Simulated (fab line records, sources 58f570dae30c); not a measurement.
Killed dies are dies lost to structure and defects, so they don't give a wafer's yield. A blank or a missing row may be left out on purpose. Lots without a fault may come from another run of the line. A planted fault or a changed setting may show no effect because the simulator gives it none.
Chamber matching | flow berkeley_cmos170 | UCB170_ZERO_ETCH_06 on rie_diel-01: 4 sister chambers
The step etches SiO2 in CHF3/CF4/Ar, time 12 s. 8 wafers are shown with their chamber, then 8 later ones without.

WAFERS WITH THEIR CHAMBER
wafer  | chamber | drypump_motor_current_A (A) | throttle_valve_pct (%)
L924.5 | 2       | 5.9                         | 9.41
L925.4 | 2       | 5.8                         | 9.40
L925.5 | 3       | 5.0                         | 9.26
L929.5 | 1       | 5.1                         | 9.30
L931.1 | 0       | 6.1                         | 9.21
L931.3 | 3       | 5.0                         | 9.26
L931.4 | 1       | 5.2                         | 9.28
L938.3 | 0       | 6.1                         | 9.22

WAFERS WITHOUT THEIR CHAMBER
wafer  | drypump_motor_current_A (A) | throttle_valve_pct (%)
L938.4 | 5.1                         | 9.26
L938.6 | 5.8                         | 9.41
L940.3 | 5.8                         | 9.42
L940.4 | 6.1                         | 9.19
L940.5 | 5.0                         | 9.26
L944.1 | 5.8                         | 9.42
L944.3 | 5.8                         | 9.43
L944.5 | 5.8                         | 9.43

WHICH CHAMBER EACH WENT THROUGH
wafer  | from the rows above     | in truth
L938.4 | can't be placed: 3 or 1 | 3
L938.6 | 2                       | 2
L940.3 | 2                       | 2
L940.4 | 0                       | 0
L940.5 | 3                       | 3
L944.1 | 2                       | 2
L944.3 | 2                       | 2
L944.5 | 2                       | 2
Placed correctly: 7 of 8. Can't be placed from these rows: 1 (the true chamber is among the candidates in 1). Placed wrongly: 0.
How it was worked out, from the rows above alone: a wafer's distance from a chamber is the root of the sum, over the readings, of the square of ((its reading less the chamber's mean) divided by the reading's scatter). The wafer belongs to the nearest chamber; if the next one is less than 2 further off, it can't be placed. A chamber's mean is the mean of its shown wafers. The scatter: the root of (the sum of the squares of (reading less its chamber's mean) over the shown wafers, divided by (wafers less chambers)).
